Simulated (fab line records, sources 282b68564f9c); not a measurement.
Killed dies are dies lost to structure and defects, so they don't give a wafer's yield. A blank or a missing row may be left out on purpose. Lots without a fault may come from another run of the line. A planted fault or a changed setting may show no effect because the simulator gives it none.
Split-lot experiment | flow rit_cmos | 5 lots, 23 wafers read, on a route of 202 steps

THE SPLIT
At RIT_GATE_CVD_08 (deposits poly-Si from SiH4, target thk 250 nm, time 2220 s), the setting temp_c was moved away from the recipe's 610 C on 20 of the 23 wafers read, by -2.8% to +0.9%. The other wafers ran this setting at the recipe's value.

FROM THE SPLIT TO THE READING: what the file shows between them, 5 steps
- RIT_GATE_THK_MEAS_09
- RIT_GATE_COAT_11: resist thk 850 nm (also split here: spin_rpm)
- RIT_GATE_SOFTBAKE_12: time 60 s
- RIT_GATE_EXPOSE_13: exposes mask M6, target cd 150 nm
- RIT_GATE_HARDBAKE_18: time 60 s

THE READING
oes_product_au, in a.u., at RIT_GATE_ETCH_19 (etches poly-Si in SF6/CHF3/O2, stops on SiO2, time 165 s, target depth 312.5 nm). Fault-free wafers of this fab line usually give 0.853 a.u., standard deviation 0.018 a.u..

wafer  | tool, chamber at the split | temp_c as run, C | against the recipe | oes_product_au, a.u. | against lot-mates on the recipe
L074.1 | -, -                       | 595.7            | -2.3%              | 0.710                | no lot-mate on the recipe
L074.3 | -, -                       | 595.7            | -2.3%              | 0.673                | no lot-mate on the recipe
L074.4 | -, -                       | 595.7            | -2.3%              | 0.700                | no lot-mate on the recipe
L074.5 | -, -                       | 595.7            | -2.3%              | 0.673                | no lot-mate on the recipe
L074.6 | -, -                       | 595.7            | -2.3%              | 0.711                | no lot-mate on the recipe
L078.1 | -, -                       | 615.6            | +0.9%              | 0.915                | no lot-mate on the recipe
L078.2 | -, -                       | 615.6            | +0.9%              | 0.965                | no lot-mate on the recipe
L078.4 | -, -                       | 615.6            | +0.9%              | 0.920                | no lot-mate on the recipe
L078.5 | -, -                       | 615.6            | +0.9%              | 0.962                | no lot-mate on the recipe
L078.6 | -, -                       | 615.6            | +0.9%              | 0.922                | no lot-mate on the recipe
L082.2 | lpcvd-02, 1                | 610              | recipe             | 0.820                | -
L082.5 | lpcvd-02, 1                | 610              | recipe             | 0.863                | -
L082.6 | lpcvd-02, 1                | 610              | recipe             | 0.827                | -
L083.1 | -, -                       | 593              | -2.8%              | 0.621                | no lot-mate on the recipe
L083.2 | -, -                       | 593              | -2.8%              | 0.655                | no lot-mate on the recipe
L083.3 | -, -                       | 593              | -2.8%              | 0.649                | no lot-mate on the recipe
L083.4 | -, -                       | 593              | -2.8%              | 0.636                | no lot-mate on the recipe
L083.6 | -, -                       | 593              | -2.8%              | 0.640                | no lot-mate on the recipe
L085.1 | -, -                       | 598.5            | -1.9%              | 0.712                | no lot-mate on the recipe
L085.2 | -, -                       | 598.5            | -1.9%              | 0.716                | no lot-mate on the recipe
L085.3 | -, -                       | 598.5            | -1.9%              | 0.685                | no lot-mate on the recipe
L085.4 | -, -                       | 598.5            | -1.9%              | 0.722                | no lot-mate on the recipe
L085.5 | -, -                       | 598.5            | -1.9%              | 0.719                | no lot-mate on the recipe

THE FIT
A straight line over all 23 wafers: oes_product_au changes by +0.076 a.u. for each +1% of temp_c; r = +0.98; the points scatter about the line by 0.021 a.u..
Too few moved wafers have a lot-mate on the recipe to fit a line with each lot's own level taken away.

THE WHOLE CHAIN: every reading that the file lists as answering this split, in the file's order
step                 | what it does                                                                    | reading                                                                        | change (the file's fit)                  | r (the file's)
RIT_GATE_CVD_08      | deposits poly-Si from SiH4, target thk 250 nm, time 2220 s                      | poly-Si_of_GATE_CVD_08.thk_nm (the simulator's own value, which no gauge read) | +32.7 nm for each +1% of the setting     | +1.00
RIT_GATE_THK_MEAS_09 |                                                                                 | GATE_POLY_THK                                                                  | +32.7 for each +1% of the setting        | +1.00
RIT_GATE_ETCH_19     | etches poly-Si in SF6/CHF3/O2, stops on SiO2, time 165 s, target depth 312.5 nm | oes_product_au                                                                 | +0.0761 a.u. for each +1% of the setting | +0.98
RIT_GATE_ETCH_19     | etches poly-Si in SF6/CHF3/O2, stops on SiO2, time 165 s, target depth 312.5 nm | GATE.feature_depth_nm (the simulator's own value, which no gauge read)         | +32.7 nm for each +1% of the setting     | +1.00
RIT_GATE_ETCH_19     | etches poly-Si in SF6/CHF3/O2, stops on SiO2, time 165 s, target depth 312.5 nm | etch.depth_nm (the simulator's own value, which no gauge read)                 | +32.7 nm for each +1% of the setting     | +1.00

THE FILE'S OWN FIT
oes_product_au changes by +0.0761 a.u. for each +1% of temp_c, r = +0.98.
